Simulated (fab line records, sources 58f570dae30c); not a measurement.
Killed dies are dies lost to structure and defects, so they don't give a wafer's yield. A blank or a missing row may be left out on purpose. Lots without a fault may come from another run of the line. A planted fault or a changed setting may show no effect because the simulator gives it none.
Problem report in the 8D (eight disciplines) form, filled by code | flow berkeley_cmos170 | the parts of the form that need people (team, actions taken, sign-off) are left out

1. THE PROBLEM
cd_nm at UCB170_GATE_CD_MEAS_12 reads a mean of 361.3 nm on 6 wafers of 2 lots; wafers without a fault read 349.7 nm with a standard deviation of 1.4. That is +8.3 standard deviations from the usual mean.
The step: target cd 350 nm.
First seen on wafer L441.1, day 11 19:41, on cd_sem-01. The record holds 42 wafers of 14 lots with a number at this step. Rule for "out", or "out of limits": more than 4 standard deviations from the usual mean. The other wafers with a number count as sound.

2. WHAT IT IS AND WHAT IT IS NOT
question                    | is                     | is not
which readings at this step | cd_nm                  | -
which lots                  | L441, L442             | L421, L422, L423, L424, L425, L426, L427, L428, L430, L431, L432, L436
which wafers of those lots  | all that have a number | -
read on which gauges        | cd_sem-01, cd_sem-02   | -
when                        | from day 11 19:41      | up to then (36 sound wafers)

3. SUSPECTS, AND WHAT RULES EACH OUT
Counting: a tool at a process step up to the reading stays a suspect if it ran every lot that is out and no sound lot after the first of them.
- the gauge at UCB170_GATE_CD_MEAS_12: ruled out. The wafers that are out were read on 2 gauges (cd_sem-01, cd_sem-02).
- litho_track-01 at UCB170_GATE_SOFTBAKE_08 (time 60 s): kept. It ran every lot that is out, first L441 (day 11 18:00), and no sound lot after that; its last sound lot up to then is L431 (day 9 12:00). Its own readings are out on those wafers: heater_power_total_W, run_length_s.
Left after counting: litho_track-01 at UCB170_GATE_SOFTBAKE_08.

4. THE CAUSE (what the simulator had put in)
Process parameter drift: litho_track-01, from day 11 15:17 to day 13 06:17, at UCB170_GATE_SOFTBAKE_08. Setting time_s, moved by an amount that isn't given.
Counting left only this tool.

5. THE CHAIN OF EFFECTS, in route order
Each row: a reading whose mean over the struck wafers that have a number lies more than 3 standard deviations from the usual. Only readings for which the record gives a usual standard deviation are gone through. hours: the time from each lot's start at the first step in this table that gives one to its start at this step, as a median over the lots. sigmas: the change in usual standard deviations.
hours | step                    | reading              | usual    | on struck wafers | change | sigmas
0     | UCB170_GATE_SOFTBAKE_08 | heater_power_total_W | 56.80 W  | 70.56            | +13.76 | +99 or more
0     | UCB170_GATE_SOFTBAKE_08 | run_length_s         | 89.1 s   | 56.6             | -32.4  | -99 or more
2     | UCB170_GATE_CD_MEAS_12  | cd_nm                | 349.7 nm | 361.3            | +11.6  | +8.3
The process steps in it:
- UCB170_GATE_SOFTBAKE_08: time 60 s.

6. WHAT WOULD HAVE CAUGHT IT SOONER
In this record the first reading out of limits at a measuring or inspecting step was taken at day 11 19:41, 4 hours after the fault began at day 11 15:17.
The tool's own readings at UCB170_GATE_SOFTBAKE_08 were out on every struck wafer that the step has a row for (heater_power_total_W, run_length_s): an alarm limit on them would have fired on the first of those.
Of the lots that are out (2), L442 began UCB170_GATE_SOFTBAKE_08 on litho_track-01 after day 11 19:41. A hold on the tool at that time would have spared it.
